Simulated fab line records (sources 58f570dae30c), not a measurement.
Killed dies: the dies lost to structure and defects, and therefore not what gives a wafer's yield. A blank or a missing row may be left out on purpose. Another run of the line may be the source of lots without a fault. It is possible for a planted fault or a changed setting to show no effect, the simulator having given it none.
A struck lot beside a sound one -- flow berkeley cmos170 -- 15 out of 331 route steps
Sound: these wafers, L511.1, L511.3, L511.6. Wafers L520.1, L520.2, L520.4 were the ones struck. The cause comes at the end.
Per side, at each step with rows, come the tool, then ch with its chambers, and then its first start. Under that, the readings that differ: sound wafers -- struck wafers -- difference of the means -- sigmas: that difference in standard deviations of wafers without a fault.
alike: readings with means less than 2 such deviations apart, plus words and numbers identical on both sides. not compared: withheld readings, readings lacking a value on some wafer, bounds such as >300 that could conceal the same value, and numbers that have no deviation in the record and whose values overlap.
The two part at a step that has a row with sigmas, a row that says differs or no value, or rows on one side only. When numbers do not overlap yet have no deviation, they are printed without sigmas and do not part them. A reading missing from all wafers of one side parts the sides only when that side holds two or more wafers.

first, 4 steps without rows for these wafers: UCB170_NSD_SOFTBAKE_02 (time 60 s); UCB170_NSD_EXPOSE_03 (exposes mask NSELECT MOD, target cd 1200 nm); UCB170_NSD_PEB_04; UCB170_NSD_DEVELOP_05 (develop time 45 s).
UCB170_NSD_CD_MEAS_06 targets a cd of 1200 nm.
  sound: cd sem-02 at day 7 19:31; struck: cd sem-01 at day 10 07:06
  alike: cd nm
UCB170_NSD_OVL_MEAS_07:
  sound: overlay-01 at day 7 19:38; struck: overlay-01 at day 10 07:13
  alike: NSD_OVL
next, for these wafers, 1 step has no rows: UCB170_NSD_IMPLANT_08.
UCB170_NSD_STRIP_09: strips in O2.
  sound on plasma asher-01 ch 0,1, day 7 19:50; struck on plasma asher-03 ch 0,1, day 10 07:25
  alike: drypump motor current A, oes product au, strip time to endpoint s
  not compared: rf hours counter h
UCB170_NSD_TW_MEAS_10:
  sound: film metro-03 at day 7 19:56; struck: film metro-03 at day 10 07:31
  alike: NSD_TW
then, 3 steps without rows for these wafers: UCB170_NSD_CLEAN_11 (cleans in SPM, time 600 s); UCB170_BACKSIDE_HMDS_00 (prime time 60 s); UCB170_BACKSIDE_COAT_01 (resist thk 900 nm).
UCB170_BACKSIDE_SOFTBAKE_02: time 60 s.
  sound on litho track-02 ch 0, day 7 20:28; struck on litho track-02 ch 0, day 10 08:17
reading,sound,struck,difference,sigmas
run length s (s),89.28 89.22 89.17,126.23 126.41 126.25,+37.07,+99 or more
  alike: exhaust pa
UCB170_BACKSIDE_STRIP_03: strips in O2.
  sound on plasma asher-04 ch 0,1, day 7 20:37; struck on plasma asher-03 ch 0,1, day 10 08:26
reading,sound,struck,difference,sigmas
strip time to endpoint s (s),22.15 22.11 22.07,21.97 21.91 21.93,-0.17,-3
  alike: drypump motor current A, oes product au
  not compared: rf hours counter h
UCB170_M3_PROBE_99:
  sound wafers here have rows in the record (prober-02, day 8 21:49); struck ones have none

## WHERE THEY PART
At UCB170_BACKSIDE_SOFTBAKE_02 first; at UCB170_M3_PROBE_99 last (within this record only).

WHY: what the simulator had put in
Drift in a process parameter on litho track-02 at UCB170_BACKSIDE_SOFTBAKE_02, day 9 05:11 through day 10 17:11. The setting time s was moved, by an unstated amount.
